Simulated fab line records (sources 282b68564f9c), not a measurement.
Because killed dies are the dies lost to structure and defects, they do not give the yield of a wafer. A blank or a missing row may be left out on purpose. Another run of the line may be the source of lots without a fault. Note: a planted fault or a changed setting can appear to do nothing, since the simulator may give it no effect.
fab line records || flow rit_cmos
[record] {"lots": 13, "wafers": 39, "last_day": 7}
route steps=202 shown REOX@98 M1@202
lots untouched by any fault: they come from a run of this same line in which no faults occurred
start_h: start of the lot's first displayed wafer, in hours after the record's first day || wait_h: how many hours have passed since the lot's step before this one || " unchanged from the row above || L1.1+2: one row covering several wafers at once || - value missing, or start not given || * or withheld: withheld || < > ~ a bound
route shown NAME@n: NAME is a module with steps in the file, n the number in the route of the first one || usual: mean/standard deviation taken from wafers without a fault || same: alike in all rows || chamber/n: place in a boat || sites: readings site by site || _std_site: how widely they spread, as a standard deviation || _edge_site: the outer-site mean with the inner-site mean subtracted || radius_mm: how far each site lies from the wafer's centre || mask NAME#n: copy n || behind: the tool/chamber that last shaped the wafer || hold: why the lot was held/for how many hours/how that ended || device: the transistor (n, p or np) that didn't switch || end of line: tests of these same wafers at the route's end || step lacking rows: just its recipe || killed: dies that structure and defects cost at the first sort, which is not the same as the wafer's yield || map: per-die view of a wafer (x killed, . not killed, _ where there is no die)
set.NAME: the run value of the setting; set.NAME@STEP: its run value at that earlier step || model.NAME: the simulator's own value behind a step, which no gauge read
a sample of lots followed through the steps of the route, with each step as a table and each wafer as a row
services: from which hour (start_h, from the record's first day; less than 0 if before it) a tool's chamber was out of use, for how many hours, and why
[[steps]]
[step RIT_REOX_CLEAN_00]
[recipe] {"chemistry": "SC1", "mix": "3:3:50", "time_s": 600, "temp_c": 75}
[usual] {"run_length_s": "628/3.2"}
{"lot.wafer": "L404.1", "tool": "wet_bench-01", "chamber": 1, "start_h": 44.61, "wait_h": 0.1, "run_length_s": 628}
{"lot.wafer": "L404.4", "tool": "wet_bench-01", "chamber": 1, "start_h": 44.61, "wait_h": 0.1, "run_length_s": 628}
{"lot.wafer": "L404.6", "tool": "wet_bench-01", "chamber": 1, "start_h": 44.61, "wait_h": 0.1, "run_length_s": 628}
{"lot.wafer": "L405.1", "tool": "wet_bench-01", "chamber": 1, "start_h": 47.44, "wait_h": 0.1, "run_length_s": 626}
{"lot.wafer": "L405.4", "tool": "wet_bench-01", "chamber": 1, "start_h": 47.44, "wait_h": 0.1, "run_length_s": 626}
{"lot.wafer": "L405.6", "tool": "wet_bench-01", "chamber": 1, "start_h": 47.44, "wait_h": 0.1, "run_length_s": 626}
{"lot.wafer": "L406.1", "tool": "wet_bench-02", "chamber": 2, "start_h": 53.63, "wait_h": 0.1, "run_length_s": 625}
{"lot.wafer": "L406.4", "tool": "wet_bench-02", "chamber": 2, "start_h": 53.63, "wait_h": 0.1, "run_length_s": 625}
{"lot.wafer": "L406.6", "tool": "wet_bench-02", "chamber": 2, "start_h": 53.63, "wait_h": 0.1, "run_length_s": 625}
{"lot.wafer": "L407.2", "tool": "wet_bench-02", "chamber": 1, "start_h": 57.73, "wait_h": 0.1, "run_length_s": 628}
{"lot.wafer": "L407.3", "tool": "wet_bench-02", "chamber": 1, "start_h": 57.73, "wait_h": 0.1, "run_length_s": 628}
{"lot.wafer": "L407.4", "tool": "wet_bench-02", "chamber": 1, "start_h": 57.73, "wait_h": 0.1, "run_length_s": 628}
{"lot.wafer": "L409.1", "tool": "wet_bench-04", "chamber": 1, "start_h": 68.79, "wait_h": 0.1, "run_length_s": 627}
{"lot.wafer": "L409.2", "tool": "wet_bench-04", "chamber": 1, "start_h": 68.79, "wait_h": 0.1, "run_length_s": 627}
{"lot.wafer": "L409.3", "tool": "wet_bench-04", "chamber": 1, "start_h": 68.79, "wait_h": 0.1, "run_length_s": 627}
{"lot.wafer": "L415.2", "tool": "wet_bench-02", "chamber": 0, "start_h": 96.44, "wait_h": 0.1, "run_length_s": 675}
{"lot.wafer": "L415.4", "tool": "wet_bench-02", "chamber": 0, "start_h": 96.44, "wait_h": 0.1, "run_length_s": 675}
{"lot.wafer": "L415.5", "tool": "wet_bench-02", "chamber": 0, "start_h": 96.44, "wait_h": 0.1, "run_length_s": 675}
{"lot.wafer": "L417.1", "tool": "wet_bench-04", "chamber": 3, "start_h": 108.73, "wait_h": 0.1, "run_length_s": 624}
{"lot.wafer": "L417.2", "tool": "wet_bench-04", "chamber": 3, "start_h": 108.73, "wait_h": 0.1, "run_length_s": 624}
{"lot.wafer": "L417.3", "tool": "wet_bench-04", "chamber": 3, "start_h": 108.73, "wait_h": 0.1, "run_length_s": 624}
{"lot.wafer": "L418.1", "tool": "wet_bench-01", "chamber": 1, "start_h": 111.62, "wait_h": 0.1, "run_length_s": 626}
{"lot.wafer": "L418.4", "tool": "wet_bench-01", "chamber": 1, "start_h": 111.62, "wait_h": 0.1, "run_length_s": 626}
{"lot.wafer": "L418.5", "tool": "wet_bench-01", "chamber": 1, "start_h": 111.62, "wait_h": 0.1, "run_length_s": 626}
{"lot.wafer": "L419.1", "tool": "wet_bench-02", "chamber": 3, "start_h": 116.72, "wait_h": 0.1, "run_length_s": 626}
{"lot.wafer": "L419.2", "tool": "wet_bench-02", "chamber": 3, "start_h": 116.72, "wait_h": 0.1, "run_length_s": 626}
{"lot.wafer": "L419.4", "tool": "wet_bench-02", "chamber": 3, "start_h": 116.72, "wait_h": 0.1, "run_length_s": 626}
{"lot.wafer": "L421.1", "tool": "wet_bench-01", "chamber": 3, "start_h": 127.33, "wait_h": 0.1, "run_length_s": 635}
{"lot.wafer": "L421.3", "tool": "wet_bench-01", "chamber": 3, "start_h": 127.33, "wait_h": 0.1, "run_length_s": 635}
{"lot.wafer": "L421.4", "tool": "wet_bench-01", "chamber": 3, "start_h": 127.33, "wait_h": 0.1, "run_length_s": 635}
{"lot.wafer": "L422.1", "tool": "wet_bench-04", "chamber": 0, "start_h": 132.93, "wait_h": 0.1, "run_length_s": 632}
{"lot.wafer": "L422.2", "tool": "wet_bench-04", "chamber": 0, "start_h": 132.93, "wait_h": 0.1, "run_length_s": 632}
{"lot.wafer": "L422.4", "tool": "wet_bench-04", "chamber": 0, "start_h": 132.93, "wait_h": 0.1, "run_length_s": 632}
{"lot.wafer": "L423.2", "tool": "wet_bench-01", "chamber": 0, "start_h": 138.15, "wait_h": 0.1, "run_length_s": 629}
{"lot.wafer": "L423.5", "tool": "wet_bench-01", "chamber": 0, "start_h": 138.15, "wait_h": 0.1, "run_length_s": 629}
{"lot.wafer": "L423.6", "tool": "wet_bench-01", "chamber": 0, "start_h": 138.15, "wait_h": 0.1, "run_length_s": 629}
{"lot.wafer": "L424.2", "tool": "wet_bench-04", "chamber": 1, "start_h": 142.70, "wait_h": 0.1, "run_length_s": 627}
{"lot.wafer": "L424.4", "tool": "wet_bench-04", "chamber": 1, "start_h": 142.70, "wait_h": 0.1, "run_length_s": 627}
{"lot.wafer": "L424.5", "tool": "wet_bench-04", "chamber": 1, "start_h": 142.70, "wait_h": 0.1, "run_length_s": 627}
[step RIT_M1_PROBE_99]
[usual] {"killed_at_contacts": "0.1/0.27", "killed_at_front_end": "7.2/2.9", "killed_dies": "7.3/2.9", "killed_open": "3.6/1.9", "killed_short": "3.8/1.9"}
[same] {"gross_dies": 264, "killed_at_M0_to_M3": 0, "killed_at_M4_up": 0, "killed_at_back_side": 0, "killed_at_other": 0}
{"lot.wafer": "L407.2", "tool": "prober-01", "chamber": "-", "start_h": 78.24, "wait_h": 0.1, "killed_at_contacts": 0, "killed_at_front_end": 8, "killed_dies": 8, "killed_open": 5, "killed_short": 3}
{"lot.wafer": "L407.3", "tool": "prober-01", "chamber": "-", "start_h": 78.29, "wait_h": 0.2, "killed_at_contacts": 1, "killed_at_front_end": 14, "killed_dies": 15, "killed_open": 8, "killed_short": 7}
{"lot.wafer": "L407.4", "tool": "prober-01", "chamber": "-", "start_h": 78.34, "wait_h": 0.2, "killed_at_contacts": 0, "killed_at_front_end": 6, "killed_dies": 6, "killed_open": 3, "killed_short": 3}
{"lot.wafer": "L409.1", "tool": "prober-01", "chamber": "-", "start_h": 88.23, "wait_h": 0.1, "killed_at_contacts": 0, "killed_at_front_end": 9, "killed_dies": 9, "killed_open": 5, "killed_short": 4}
{"lot.wafer": "L409.2", "tool": "prober-01", "chamber": "-", "start_h": 88.28, "wait_h": 0.1, "killed_at_contacts": 0, "killed_at_front_end": 6, "killed_dies": 6, "killed_open": 2, "killed_short": 4}
{"lot.wafer": "L409.3", "tool": "prober-01", "chamber": "-", "start_h": 88.33, "wait_h": 0.2, "killed_at_contacts": 0, "killed_at_front_end": 5, "killed_dies": 5, "killed_open": 3, "killed_short": 2}
{"lot.wafer": "L415.2", "tool": "prober-01", "chamber": "-", "start_h": 116.09, "wait_h": 0.1, "killed_at_contacts": 0, "killed_at_front_end": 8, "killed_dies": 8, "killed_open": 2, "killed_short": 6}
{"lot.wafer": "L415.4", "tool": "prober-01", "chamber": "-", "start_h": 116.19, "wait_h": 0.2, "killed_at_contacts": 0, "killed_at_front_end": 3, "killed_dies": 3, "killed_open": 1, "killed_short": 2}
{"lot.wafer": "L415.5", "tool": "prober-01", "chamber": "-", "start_h": 116.24, "wait_h": 0.2, "killed_at_contacts": 0, "killed_at_front_end": 4, "killed_dies": 4, "killed_open": 3, "killed_short": 1}
{"lot.wafer": "L417.1", "tool": "prober-01", "chamber": "-", "start_h": 128.14, "wait_h": 0.1, "killed_at_contacts": 0, "killed_at_front_end": 6, "killed_dies": 6, "killed_open": 2, "killed_short": 4}
{"lot.wafer": "L417.2", "tool": "prober-01", "chamber": "-", "start_h": 128.19, "wait_h": 0.1, "killed_at_contacts": 0, "killed_at_front_end": 7, "killed_dies": 7, "killed_open": 5, "killed_short": 2}
{"lot.wafer": "L417.3", "tool": "prober-01", "chamber": "-", "start_h": 128.24, "wait_h": 0.2, "killed_at_contacts": 0, "killed_at_front_end": 9, "killed_dies": 9, "killed_open": 6, "killed_short": 3}
{"lot.wafer": "L418.1", "tool": "prober-02", "chamber": "-", "start_h": 132.28, "wait_h": 0.1, "killed_at_contacts": 1, "killed_at_front_end": 3, "killed_dies": 4, "killed_open": 4, "killed_short": 0}
{"lot.wafer": "L418.4", "tool": "prober-02", "chamber": "-", "start_h": 132.43, "wait_h": 0.2, "killed_at_contacts": 0, "killed_at_front_end": 7, "killed_dies": 7, "killed_open": 2, "killed_short": 5}
{"lot.wafer": "L418.5", "tool": "prober-02", "chamber": "-", "start_h": 132.48, "wait_h": 0.2, "killed_at_contacts": 0, "killed_at_front_end": 7, "killed_dies": 7, "killed_open": 3, "killed_short": 4}
{"lot.wafer": "L419.1", "tool": "prober-01", "chamber": "-", "start_h": 137.55, "wait_h": 0.1, "killed_at_contacts": 0, "killed_at_front_end": 7, "killed_dies": 7, "killed_open": 3, "killed_short": 4}
{"lot.wafer": "L419.2", "tool": "prober-01", "chamber": "-", "start_h": 137.60, "wait_h": 0.1, "killed_at_contacts": 0, "killed_at_front_end": 7, "killed_dies": 7, "killed_open": 1, "killed_short": 6}
{"lot.wafer": "L419.4", "tool": "prober-01", "chamber": "-", "start_h": 137.70, "wait_h": 0.2, "killed_at_contacts": 0, "killed_at_front_end": 9, "killed_dies": 9, "killed_open": 2, "killed_short": 7}
{"lot.wafer": "L423.2", "tool": "prober-01", "chamber": "-", "start_h": 160.89, "wait_h": 0.1, "killed_at_contacts": 0, "killed_at_front_end": 5, "killed_dies": 5, "killed_open": 2, "killed_short": 3}
{"lot.wafer": "L423.5", "tool": "prober-01", "chamber": "-", "start_h": 161.04, "wait_h": 0.2, "killed_at_contacts": 0, "killed_at_front_end": 4, "killed_dies": 4, "killed_open": 3, "killed_short": 1}
{"lot.wafer": "L423.6", "tool": "prober-01", "chamber": "-", "start_h": 161.09, "wait_h": 0.2, "killed_at_contacts": 0, "killed_at_front_end": 7, "killed_dies": 7, "killed_open": 0, "killed_short": 7}
{"lot.wafer": "L424.2", "tool": "prober-02", "chamber": "-", "start_h": 166.07, "wait_h": 0.1, "killed_at_contacts": 0, "killed_at_front_end": 7, "killed_dies": 7, "killed_open": 5, "killed_short": 2}
{"lot.wafer": "L424.4", "tool": "prober-02", "chamber": "-", "start_h": 166.17, "wait_h": 0.2, "killed_at_contacts": 0, "killed_at_front_end": 9, "killed_dies": 9, "killed_open": 5, "killed_short": 4}
{"lot.wafer": "L424.5", "tool": "prober-02", "chamber": "-", "start_h": 166.22, "wait_h": 0.2, "killed_at_contacts": 0, "killed_at_front_end": 7, "killed_dies": 7, "killed_open": 4, "killed_short": 3}
// killed by level:class
L407.2 REOX:geometric_particle:open=2 FOX1:geometric_particle:short=1 GATE:geometric_particle:open=1 GATE:geometric_particle:short=1 REOX:geometric_particle:short=1 SPACER:geometric_particle:open=1 SILICIDE:geometric_particle:open=1
L407.3 GATE:geometric_particle:open=3 GATE:geometric_particle:short=3 REOX:geometric_particle:short=2 REOX:geometric_particle:open=2 FOX1:geometric_particle:open=1 FOX2:geometric_particle:open=1 SPACER:geometric_particle:short=1 SPACER:geometric_particle:open=1
L407.4 REOX:geometric_particle:open=3 GATE:geometric_particle:short=2 REOX:geometric_particle:short=1
L409.1 GATE:geometric_particle:open=3 GATE:geometric_particle:short=3 FOX1:geometric_particle:open=1 SPACER:geometric_particle:short=1 SILICIDE:geometric_particle:open=1
L409.2 SPACER:geometric_particle:short=2 FOX1:geometric_particle:open=1 GATE:geometric_particle:short=1 SPACER:geometric_particle:open=1 SILICIDE:geometric_particle:short=1
L409.3 GATE:geometric_particle:open=2 GATE:geometric_particle:short=2 SPACER:geometric_particle:open=1
L415.2 GATE:geometric_particle:short=5 FOX2:geometric_particle:open=1 FOX2:geometric_particle:short=1 REOX:geometric_particle:open=1
L415.4 GATE:geometric_particle:short=1 GATE:geometric_particle:open=1 REOX:geometric_particle:short=1
L415.5 GATE:geometric_particle:open=2 FOX1:geometric_particle:open=1 SILICIDE:geometric_particle:short=1
L417.1 FOX1:geometric_particle:short=2 GATE:geometric_particle:short=1 REOX:geometric_particle:open=1 GATE:geometric_particle:open=1 REOX:geometric_particle:short=1
L417.2 FOX1:geometric_particle:open=2 SPACER:geometric_particle:open=2 FOX1:geometric_particle:short=1 GATE:geometric_particle:short=1 REOX:geometric_particle:open=1
L417.3 GATE:geometric_particle:open=3 FOX1:geometric_particle:open=1 FOX1:geometric_particle:short=1 GATE:geometric_particle:short=1 REOX:geometric_particle:open=1 SPACER:geometric_particle:short=1 SILICIDE:geometric_particle:open=1
L418.1 FOX1:geometric_particle:open=1 GATE:geometric_particle:open=1 SPACER:geometric_particle:open=1 CONTACT:geometric_particle:open=1
L418.4 GATE:geometric_particle:short=3 GATE:geometric_particle:open=2 FOX1:geometric_particle:short=1 SILICIDE:geometric_particle:short=1
L418.5 GATE:geometric_particle:short=3 GATE:geometric_particle:open=2 REOX:geometric_particle:open=1 SILICIDE:geometric_particle:short=1
L419.1 GATE:geometric_particle:short=2 ACTIVE:geometric_particle:short=1 GATE:geometric_particle:open=1 REOX:geometric_particle:open=1 REOX:geometric_particle:short=1 SPACER:geometric_particle:open=1
L419.2 GATE:geometric_particle:short=3 FOX1:geometric_particle:short=1 SPACER:geometric_particle:short=1 SPACER:geometric_particle:open=1 SILICIDE:geometric_particle:short=1
L419.4 GATE:geometric_particle:short=3 REOX:geometric_particle:short=2 FOX1:geometric_particle:short=1 GATE:geometric_particle:open=1 REOX:geometric_particle:open=1 SPACER:geometric_particle:short=1
L423.2 GATE:geometric_particle:short=2 FOX2:geometric_particle:open=1 FOX2:geometric_particle:short=1 GATE:geometric_particle:open=1
L423.5 GATE:geometric_particle:open=2 REOX:geometric_particle:short=1 SILICIDE:geometric_particle:open=1
L423.6 GATE:geometric_particle:short=3 FOX1:geometric_particle:short=2 FOX2:geometric_particle:short=1 SILICIDE:geometric_particle:short=1
L424.2 GATE:geometric_particle:open=2 FOX2:geometric_particle:open=1 GATE:geometric_particle:short=1 REOX:geometric_particle:open=1 SPACER:geometric_particle:short=1 SPACER:geometric_particle:open=1
L424.4 GATE:geometric_particle:short=3 GATE:geometric_particle:open=3 FOX1:geometric_particle:short=1 FOX1:geometric_particle:open=1 SPACER:geometric_particle:open=1
L424.5 GATE:geometric_particle:short=2 ACTIVE:geometric_particle:open=1 FOX1:geometric_particle:short=1 FOX1:geometric_particle:open=1 GATE:geometric_particle:open=1 REOX:geometric_particle:open=1
[[services]]
{"tool": "wet_bench-02", "chamber": "-", "start_h": 90.96, "hours": 2.8, "kind": "repair"}
[[key]]
[first_sign] {"step": "RIT_REOX_CLEAN_00", "reading": "run_length_s", "direction": "up", "sigmas": 15, "usual": "*", "struck": "*"}
effect none on later readings
met_at RIT_REOX_CLEAN_00
struck_lots L415
struck_wafers L415.2,L415.4,L415.5
tester_left_out L415
[fault] {"kind": "process_parameter_drift", "tool": "wet_bench-02", "chamber": 0, "onset_h": 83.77, "steps": "RIT_REOX_CLEAN_00", "channel": "time_s", "offset": "*", "shape": "step", "end_h": 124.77, "acts_in": "*", "stated": "*"}
// tester_left_out: of these lots the tester's yield and bins aren't shown, on N5 and GAA mostly nor the transistor test; their killed dies are dies lost to structure and defects alone, not to doping, threshold or leakage, so they don't give the yield
